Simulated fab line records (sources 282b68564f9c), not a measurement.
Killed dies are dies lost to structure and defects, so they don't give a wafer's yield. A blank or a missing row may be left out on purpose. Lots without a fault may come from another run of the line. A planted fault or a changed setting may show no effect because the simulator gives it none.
fab line records	flow rit_cmos
record lots=7	wafers=21	last_day=8
route steps=202 shown SILICIDE@161 CONTACT@168 M1@202
lots untouched by any fault: they come from a run of this same line in which no faults occurred
start_h: hours from the record's opening day to when the first of the lot's shown wafers began	wait_h: how many hours have passed since the lot's step before this one	" as in the row above	L1.1+2: one row covering several wafers at once	- no value, or no start given	* or withheld: withheld	< > ~ a bound
route shown NAME@n: a module of which the file shows steps, and the number in the route of the first	usual: mean/standard deviation taken from wafers without a fault	same: alike in all rows	chamber/n: place in a boat	sites: per-site readings	_std_site: the standard deviation of these	_edge_site: outer sites' mean less inner sites'	radius_mm: for every site, how far away it sits from the centre of the wafer	mask NAME#n: copy n	behind: tool/chamber where the wafer was last shaped	hold: why the lot was held/for how many hours/how that ended	device: whichever transistor did not switch (one of n, p or np)	end of line: tests run on the same wafers once the route is complete	for a step that has no rows: nothing shown but its recipe	killed: not the wafer's yield, but the dies lost to structure and defects at the first sort	map: a wafer's dies, x killed, . not, _ none there
set.NAME: the setting the step ran with; set.NAME@STEP: the setting that earlier step ran with	model.NAME: the simulator's own value behind a step, which no gauge read
lots at selected steps of the route; one table per step, one row per wafer
services: the hour from which a tool's chamber was out of use, counted from the record's first day as start_h (under 0 if before that day), plus the number of hours and why
## steps
# step RIT_SILICIDE_WET_ETCH_00
# recipe chemistry=BOE	target=SiO2	target_depth_nm=14	time_s=15	dry=n2_spin	dilution=10:1	temp_c=21.5
# step RIT_SILICIDE_SPUTTER_01
# recipe material=Ti	target_thk_nm=30	power_w=350	chamber_pressure_pa=0.667	gas=Ar	time_s=240	substrate_temp_c=25
# usual throttle_valve_pct=29.9/1.2
lot.wafer	tool	chamber	start_h	wait_h	throttle_valve_pct
L433.2	pvd_sputter-04	-	55.67	0.0	30.2
L433.3	"	-	"	"	28.4
L433.4	"	-	"	"	30.0
L436.1	pvd_sputter-03	-	73.10	0.0	31.2
L436.5	"	-	"	"	31.2
L436.6	"	-	"	"	31.8
L438.2	pvd_sputter-03	-	88.84	0.0	31.7
L438.3	"	-	"	"	31.2
L438.6	"	-	"	"	27.8
L441.4	pvd_sputter-04	-	111.41	0.0	30.2
L441.5	"	-	"	"	29.5
L441.6	"	-	"	"	30.2
L450.1	pvd_sputter-04	-	149.14	0.0	28.5
L450.4	"	-	"	"	29.5
L450.5	"	-	"	"	30.2
L454.1	pvd_sputter-04	-	170.51	0.0	30.2
L454.3	"	-	"	"	30.2
L454.6	"	-	"	"	30.1
L456.1	pvd_sputter-03	-	174.67	0.0	27.8
L456.3	"	-	"	"	31.3
L456.6	"	-	"	"	30.0
# step RIT_SILICIDE_RS_MEAS_02
# recipe thk_meas_gauge=four-point-probe	reads=Ti_of_SILICIDE_SPUTTER_01
# usual SILICIDE_TI_RS=47.7/0.61
lot.wafer	tool	chamber	start_h	wait_h	SILICIDE_TI_RS[ohm/sq]
L433.2	film_metro-03	-	55.84	0.1	49.0
L433.3	"	-	"	"	48.6
L433.4	"	-	"	"	48.2
L436.1	film_metro-02	-	73.25	0.1	47.5
L436.5	"	-	"	"	47.0
L436.6	"	-	"	"	47.1
L438.2	film_metro-03	-	89.01	0.1	47.4
L438.3	"	-	"	"	47.4
L438.6	"	-	"	"	46.9
L441.4	film_metro-03	-	111.62	0.1	48.0
L441.5	"	-	"	"	47.5
L441.6	"	-	"	"	47.6
L450.1	film_metro-01	-	149.29	0.1	48.6
L450.4	"	-	"	"	47.8
L450.5	"	-	"	"	48.0
L454.1	film_metro-03	-	170.66	0.1	48.1
L454.3	"	-	"	"	48.2
L454.6	"	-	"	"	48.1
L456.1	film_metro-02	-	174.82	0.1	46.5
L456.3	"	-	"	"	47.2
L456.6	"	-	"	"	47.4
# step RIT_SILICIDE_THK_MEAS_03
# recipe thk_meas_gauge=xrf	reads=Ti_of_SILICIDE_SPUTTER_01
# usual SILICIDE_TI_THK=30.0/0.34
lot.wafer	tool	chamber	start_h	wait_h	SILICIDE_TI_THK[nm]
L433.2	film_metro-03	-	55.95	0.1	29.4
L433.3	"	-	"	"	29.5
L433.4	"	-	"	"	29.8
L436.1	film_metro-02	-	73.37	0.1	30.1
L436.5	"	-	"	"	30.4
L436.6	"	-	"	"	30.4
L438.2	film_metro-03	-	89.12	0.1	29.9
L438.3	"	-	"	"	30.1
L438.6	"	-	"	"	30.2
L441.4	film_metro-03	-	111.71	0.1	29.7
L441.5	"	-	"	"	29.9
L441.6	"	-	"	"	29.9
L450.1	film_metro-01	-	149.41	0.1	29.5
L450.4	"	-	"	"	29.8
L450.5	"	-	"	"	30.0
L454.1	film_metro-03	-	170.78	0.1	29.7
L454.3	"	-	"	"	29.5
L454.6	"	-	"	"	29.6
L456.1	film_metro-02	-	174.94	0.1	30.9
L456.3	"	-	"	"	30.4
L456.6	"	-	"	"	30.3
# step RIT_SILICIDE_RTA_04
# recipe temp_c=650	time_s=10	idle_temp_c=25	ramp_up_s=5	ramp_down_s=5	cool_to_c=25	ambient=N2
# usual wafer_temp_C_max=652.4/1.1
lot.wafer	tool	chamber	start_h	wait_h	wafer_temp_C_max
L433.2	rtp_anneal-01	0	56.01	0.1	651.8
L433.3	"	0	"	"	651.3
L433.4	"	0	"	"	651.9
L436.1	rtp_anneal-02	0	73.43	0.1	652.9
L436.5	"	0	"	"	652.3
L436.6	"	0	"	"	653.4
L438.2	rtp_anneal-02	0	89.18	0.1	654.3
L438.3	"	0	"	"	655.0
L438.6	"	0	"	"	654.4
L441.4	rtp_anneal-01	0	111.78	0.1	651.9
L441.5	"	0	"	"	651.4
L441.6	"	0	"	"	651.7
L450.1	rtp_anneal-01	0	149.47	0.1	651.8
L450.4	"	0	"	"	651.7
L450.5	"	0	"	"	652.0
L454.1	rtp_anneal-02	0	170.84	0.1	654.3
L454.3	"	0	"	"	652.7
L454.6	"	0	"	"	652.9
L456.1	rtp_anneal-01	0	175.00	0.1	652.1
L456.3	"	0	"	"	651.4
L456.6	"	0	"	"	651.3
# step RIT_SILICIDE_WET_ETCH_05
# recipe chemistry=SPM	target=Ti	temp_c=90	time_s=120	dry=n2_spin
# step RIT_SILICIDE_RTA_06
# recipe temp_c=750	time_s=10	idle_temp_c=25	ramp_up_s=5	ramp_down_s=10	cool_to_c=25	ambient=N2
# usual wafer_temp_C_max=753.4/1.6
lot.wafer	tool	chamber	start_h	wait_h	wafer_temp_C_max
L433.2	rtp_anneal-02	0	56.12	0.0	754.6
L433.3	"	0	"	"	755.1
L433.4	"	0	"	"	753.9
L436.1	rtp_anneal-01	0	73.54	0.0	751.6
L436.5	"	0	"	"	751.8
L436.6	"	0	"	"	752.8
L438.2	rtp_anneal-01	0	89.29	0.0	752.2
L438.3	"	0	"	"	752.5
L438.6	"	0	"	"	752.4
L441.4	rtp_anneal-02	0	111.89	0.0	755.6
L441.5	"	0	"	"	754.3
L441.6	"	0	"	"	753.5
L450.1	rtp_anneal-01	0	149.62	0.0	751.4
L450.4	"	0	"	"	751.5
L450.5	"	0	"	"	751.3
L454.1	rtp_anneal-01	0	170.95	0.0	752.2
L454.3	"	0	"	"	751.7
L454.6	"	0	"	"	752.1
L456.1	rtp_anneal-02	0	175.11	0.0	754.8
L456.3	"	0	"	"	756.7
L456.6	"	0	"	"	753.5
# step RIT_CONTACT_CVD_00
# recipe material=SiO2	target_thk_nm=400	precursor=TEOS	temp_c=390	time_s=63.55	rf_w=400
# usual heater_power_w=305/39
lot.wafer	tool	chamber	start_h	wait_h	heater_power_w
L433.2	pecvd-03	1	56.18	0.0	343
L433.3	"	0	"	"	313
L433.4	"	1	"	"	354
L436.1	pecvd-03	1	73.60	0.1	370
L436.5	"	2	"	"	266
L436.6	"	1	"	"	378
L438.2	pecvd-01	0	89.35	0.0	351
L438.3	"	1	"	"	288
L438.6	"	1	"	"	300
L441.4	pecvd-01	0	111.95	0.0	360
L441.5	"	2	"	"	322
L441.6	"	1	"	"	311
L450.1	pecvd-02	0	149.68	0.1	274
L450.4	"	1	"	"	345
L450.5	"	2	"	"	370
L454.1	pecvd-03	1	171.01	0.1	351
L454.3	"	0	"	"	333
L454.6	"	1	"	"	363
L456.1	pecvd-02	2	175.17	0.1	341
L456.3	"	1	"	"	335
L456.6	"	0	"	"	274
# step RIT_CONTACT_THK_MEAS_01
# recipe reads=SiO2_of_CONTACT_CVD_00
# usual CONTACT_TEOS_THK=417/4.5
lot.wafer	tool	chamber	start_h	wait_h	CONTACT_TEOS_THK[nm]
L433.2	film_metro-02	-	56.24	0.0	413
L433.3	"	-	"	"	411
L433.4	"	-	"	"	418
L436.1	film_metro-03	-	73.65	0.0	407
L436.5	"	-	"	"	418
L436.6	"	-	"	"	421
L438.2	film_metro-04	-	89.41	0.0	414
L438.3	"	-	"	"	409
L438.6	"	-	"	"	422
L441.4	film_metro-04	-	112.00	0.0	427
L441.5	"	-	"	"	423
L441.6	"	-	"	"	422
L450.1	film_metro-03	-	149.73	0.0	417
L450.4	"	-	"	"	421
L450.5	"	-	"	"	419
L454.1	film_metro-02	-	171.06	0.0	418
L454.3	"	-	"	"	416
L454.6	"	-	"	"	421
L456.1	film_metro-03	-	175.22	0.0	411
L456.3	"	-	"	"	414
L456.6	"	-	"	"	424
# step RIT_CONTACT_HMDS_02
# recipe prime_time_s=60	prime_temp_c=140
# step RIT_CONTACT_COAT_03
# recipe resist=NOVOLAK	spin_rpm=3250	resist_thk_nm=1000
# step RIT_CONTACT_SOFTBAKE_04
# recipe resist=NOVOLAK	temp_c=90	time_s=60
# step RIT_CONTACT_EXPOSE_05
# recipe mask_id=M11	na=0.6	source_shape=conventional	sigma_outer=0.5	target_cd_nm=1000	dose_mj=250
# usual reticle_temp_C=23.01/0.1
lot.wafer	tool	chamber	start_h	wait_h	mask	reticle_temp_C	model.CONTACT.overlay_x_nm
L433.2	iline_stepper-02	0	56.76	0.1	M11#0	22.84	-0.9594
L433.3	"	0	"	"	M11#0	22.88	-0.9594
L433.4	"	0	"	"	M11#0	23.05	-0.9594
L436.1	iline_stepper-02	0	74.16	0.1	M11#0	22.99	166.5
L436.5	"	0	"	"	M11#0	22.99	166.5
L436.6	"	0	"	"	M11#0	23.03	166.5
L438.2	iline_stepper-02	0	90.05	0.2	M11#0	23.09	166.3
L438.3	"	0	"	"	M11#0	23.10	166.3
L438.6	"	0	"	"	M11#0	23.04	166.3
L441.4	iline_stepper-02	0	113.05	0.2	M11#0	22.95	168.4
L441.5	"	0	"	"	M11#0	23.05	168.4
L441.6	"	0	"	"	M11#0	23.07	168.4
L450.1	iline_stepper-01	0	150.37	0.2	M11#0	22.97	0.3497
L450.4	"	0	"	"	M11#0	22.88	0.3497
L450.5	"	0	"	"	M11#0	22.89	0.3497
L454.1	iline_stepper-01	0	171.57	0.1	M11#0	22.99	-0.4676
L454.3	"	0	"	"	M11#0	23.10	-0.4676
L454.6	"	0	"	"	M11#0	22.86	-0.4676
L456.1	iline_stepper-01	0	175.73	0.1	M11#0	22.96	-0.4972
L456.3	"	0	"	"	M11#0	23.00	-0.4972
L456.6	"	0	"	"	M11#0	23.16	-0.4972
# step RIT_CONTACT_PEB_06
# recipe resist=NOVOLAK	temp_c=withheld	time_s=withheld
# step RIT_CONTACT_DEVELOP_07
# recipe resist=NOVOLAK	develop_time_s=120	dev_temp_c=23
# step RIT_CONTACT_CD_MEAS_08
# recipe target_cd_nm=1000
# usual cd_nm=1000.0/2.7
lot.wafer	tool	chamber	start_h	wait_h	cd_nm
L433.2	cd_sem-01	-	57.27	-	1002.1
L433.3	"	-	"	"	1002.2
L433.4	"	-	"	"	1002.4
L436.1	cd_sem-02	-	74.68	-	1005.9
L436.5	"	-	"	"	1001.9
L436.6	"	-	"	"	1005.2
L438.2	cd_sem-01	-	90.57	-	1000.8
L438.3	"	-	"	"	1002.5
L438.6	"	-	"	"	1000.9
L441.4	cd_sem-02	-	113.57	-	1001.3
L441.5	"	-	"	"	999.8
L441.6	"	-	"	"	1002.2
L450.1	cd_sem-02	-	151.09	-	998.0
L450.4	"	-	"	"	999.3
L450.5	"	-	"	"	1000.4
L454.1	cd_sem-02	-	172.09	-	998.7
L454.3	"	-	"	"	998.5
L454.6	"	-	"	"	1000.9
L456.1	cd_sem-02	-	176.25	-	1005.6
L456.3	"	-	"	"	1004.0
L456.6	"	-	"	"	1002.3
# step RIT_CONTACT_OVL_MEAS_09
# usual CONTACT_OVL=-0.2/1.3
lot.wafer	tool	chamber	start_h	wait_h	CONTACT_OVL[nm]
L433.2	overlay-01	-	57.38	0.1	-2.9
L433.3	"	-	"	"	-0.8
L433.4	"	-	"	"	-1.2
L436.1	overlay-02	-	74.80	0.1	168.1
L436.5	"	-	"	"	166.8
L436.6	"	-	"	"	168.5
L438.2	overlay-01	-	90.68	0.1	167.7
L438.3	"	-	"	"	167.2
L438.6	"	-	"	"	167.9
L441.4	overlay-01	-	113.65	0.1	170.3
L441.5	"	-	"	"	167.4
L441.6	"	-	"	"	168.3
L450.1	overlay-01	-	151.21	0.1	-1.5
L450.4	"	-	"	"	1.3
L450.5	"	-	"	"	-1.2
L454.1	overlay-02	-	172.21	0.1	-1.1
L454.3	"	-	"	"	-1.2
L454.6	"	-	"	"	-2.2
L456.1	overlay-02	-	176.37	0.1	-2.2
L456.3	"	-	"	"	-0.8
L456.6	"	-	"	"	-1.8
# step RIT_CONTACT_HARDBAKE_10
# recipe resist=NOVOLAK	temp_c=140	time_s=60
# step RIT_M1_PROBE_99
# usual killed_at_contacts=0.1/0.29	killed_at_front_end=7/3.1	killed_dies=7/3.1	killed_on_rim=1.8/1.3	killed_open=3.4/1.9	killed_short=3.6/2.1
# same gross_dies=264	killed_at_M0_to_M3=0	killed_at_M4_up=0	killed_at_back_side=0	killed_at_other=0
lot.wafer	tool	chamber	start_h	wait_h	killed_at_contacts	killed_at_front_end	killed_dies	killed_on_rim	killed_open	killed_short	model.etest.contact_to_gate.bv_left_v	model.etest.contact_to_gate.bv_right_v
L433.2	prober-01	-	62.59	0.1	0	4	4	1	2	2	88.11	92.12
L433.3	prober-01	-	62.64	0.2	0	5	5	1	3	2	88.56	90.99
L433.4	prober-01	-	62.69	0.2	1	12	13	1	5	8	89.35	90.63
L436.1	prober-02	-	79.85	0.1	0	8	8	0	2	6	173.1	5.062
L436.5	prober-02	-	80.05	0.2	1	10	11	2	4	7	173.5	4.69
L436.6	prober-02	-	80.10	0.2	0	12	12	2	8	4	173.8	4.874
L438.2	prober-02	-	95.88	0.1	0	9	9	1	3	6	174.6	8.764
L438.3	prober-02	-	95.93	0.2	1	8	9	1	5	4	174.9	6.891
L438.6	prober-02	-	96.08	0.2	0	4	4	0	2	2	176	8.323
L441.4	prober-01	-	118.94	0.2	0	2	2	1	1	1	173	4.291
L441.5	prober-01	-	118.99	0.2	0	4	4	3	3	1	173.1	5.241
L441.6	prober-01	-	119.04	0.2	0	1	1	0	1	0	174.6	5.63
L450.1	prober-01	-	156.90	0.1	0	8	8	1	4	4	91.06	90.8
L450.4	prober-01	-	157.05	0.2	0	11	11	6	5	6	90.76	91.69
L450.5	prober-01	-	157.10	0.2	0	12	12	5	7	5	88.82	90.83
L454.1	prober-01	-	177.37	0.1	0	4	4	0	2	2	89.79	90.99
L454.3	prober-01	-	177.47	0.2	0	4	4	0	1	3	87.94	91.04
L454.6	prober-01	-	177.62	0.2	0	3	3	2	2	1	89.73	90.18
L456.1	prober-02	-	181.65	0.1	0	5	5	1	1	4	89.99	89.96
L456.3	prober-02	-	181.75	0.2	0	5	5	2	2	3	88.44	89.41
L456.6	prober-02	-	181.90	0.2	0	10	10	2	6	4	90.8	92.84
# killed by level:class
L433.2 FOX1:geometric_particle:open=1 FOX2:geometric_particle:open=1 GATE:geometric_particle:short=1 SPACER:geometric_particle:short=1
L433.3 GATE:geometric_particle:open=3 GATE:geometric_particle:short=1 SPACER:geometric_particle:short=1
L433.4 GATE:geometric_particle:short=5 FOX2:geometric_particle:open=2 GATE:geometric_particle:open=2 REOX:geometric_particle:short=2 REOX:geometric_particle:open=1 CONTACT:geometric_particle:short=1
L436.1 GATE:geometric_particle:short=3 SILICIDE:geometric_particle:short=3 REOX:geometric_particle:open=2
L436.5 SPACER:geometric_particle:short=3 GATE:geometric_particle:short=2 FOX1:geometric_particle:short=1 FOX1:geometric_particle:open=1 GATE:geometric_particle:open=1 REOX:geometric_particle:open=1 SPACER:geometric_particle:open=1 CONTACT:geometric_particle:short=1
L436.6 SILICIDE:geometric_particle:open=3 FOX1:geometric_particle:open=2 GATE:geometric_particle:short=2 SPACER:geometric_particle:open=2 SILICIDE:geometric_particle:short=2 REOX:geometric_particle:open=1
L438.2 FOX2:geometric_particle:short=3 GATE:geometric_particle:short=2 FOX1:geometric_particle:open=1 FOX1:geometric_particle:short=1 FOX2:geometric_particle:open=1 REOX:geometric_particle:open=1
L438.3 FOX2:geometric_particle:open=2 GATE:geometric_particle:short=2 FOX1:geometric_particle:short=1 GATE:geometric_particle:open=1 REOX:geometric_particle:short=1 SPACER:geometric_particle:open=1 CONTACT:geometric_particle:open=1
L438.6 FOX1:geometric_particle:open=1 FOX1:geometric_particle:short=1 FOX2:geometric_particle:short=1 FOX2:geometric_particle:open=1
L441.4 GATE:geometric_particle:short=1 SILICIDE:geometric_particle:open=1
L441.5 REOX:geometric_particle:open=2 REOX:geometric_particle:short=1 SILICIDE:geometric_particle:open=1
L441.6 REOX:geometric_particle:open=1
L450.1 GATE:geometric_particle:short=2 REOX:geometric_particle:open=2 FOX1:geometric_particle:short=1 FOX1:geometric_particle:open=1 SPACER:geometric_particle:short=1 SPACER:geometric_particle:open=1
L450.4 GATE:geometric_particle:open=3 FOX1:geometric_particle:short=2 SPACER:geometric_particle:short=2 FOX2:geometric_particle:short=1 FOX2:geometric_particle:open=1 GATE:geometric_particle:short=1 SPACER:geometric_particle:open=1
L450.5 SPACER:geometric_particle:open=4 FOX1:geometric_particle:short=2 GATE:geometric_particle:open=1 GATE:geometric_particle:short=1 REOX:geometric_particle:open=1 REOX:geometric_particle:short=1 SPACER:geometric_particle:short=1 SILICIDE:geometric_particle:open=1
L454.1 GATE:geometric_particle:short=1 REOX:geometric_particle:open=1 SPACER:geometric_particle:open=1 SPACER:geometric_particle:short=1
L454.3 GATE:geometric_particle:short=2 FOX1:geometric_particle:open=1 REOX:geometric_particle:short=1
L454.6 FOX1:geometric_particle:open=1 GATE:geometric_particle:short=1 GATE:geometric_particle:open=1
L456.1 GATE:geometric_particle:short=2 SILICIDE:geometric_particle:short=2 FOX1:geometric_particle:open=1
L456.3 GATE:geometric_particle:short=2 GATE:geometric_particle:open=1 REOX:geometric_particle:open=1 SILICIDE:geometric_particle:short=1
L456.6 GATE:geometric_particle:open=3 SILICIDE:geometric_particle:short=3 FOX1:geometric_particle:open=2 FOX2:geometric_particle:open=1 GATE:geometric_particle:short=1
## services
tool	chamber	start_h	hours	kind
pvd_sputter-03	-	61.41	0.5	repair
pecvd-03	-	71.24	0.2	repair
pecvd-02	-	105.65	1.0	repair
iline_stepper-01	-	119.14	1.7	pm
pvd_sputter-04	-	121.82	1.5	repair
pvd_sputter-03	-	126.12	4.2	repair
iline_stepper-02	0	132.60	-	calibration
iline_stepper-01	0	135.13	-	calibration
rtp_anneal-02	-	148.14	4.1	pm
pecvd-02	-	156.25	2.8	pm
iline_stepper-02	-	164.89	-	consumable_replace:lamp
pecvd-01	0	166.06	3.7	repair
iline_stepper-02	-	168.20	2.9	repair
iline_stepper-02	-	174.54	1.7	pm
## key
first_sign step=RIT_CONTACT_OVL_MEAS_09	reading=CONTACT_OVL	direction=up	sigmas=99+	usual=-0.2	struck=168.0
effect none on later readings
model_effect step=RIT_CONTACT_EXPOSE_05	value=CONTACT.overlay_x_nm	without=0.09682	struck=167.1
model_effect step=RIT_M1_PROBE_99	value=etest.contact_to_gate.bv_left_v	without=90.58	struck=174.1
met_at RIT_CONTACT_EXPOSE_05
struck_wafers L436.1,L436.5,L436.6,L438.2,L438.3,L438.6,L441.4,L441.5,L441.6
tester_left_out L436,L438,L441
onset_between 56.76 74.16
fault kind=scanner_matching_overlay	tool=iline_stepper-02	chamber=-	onset_h=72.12	steps=RIT_CONTACT_EXPOSE_05	offset=166.97
# tester_left_out: of these lots the tester's yield and bins aren't shown, on N5 and GAA mostly nor the transistor test; their killed dies are dies lost to structure and defects alone, not to doping, threshold or leakage, so they don't give the yield
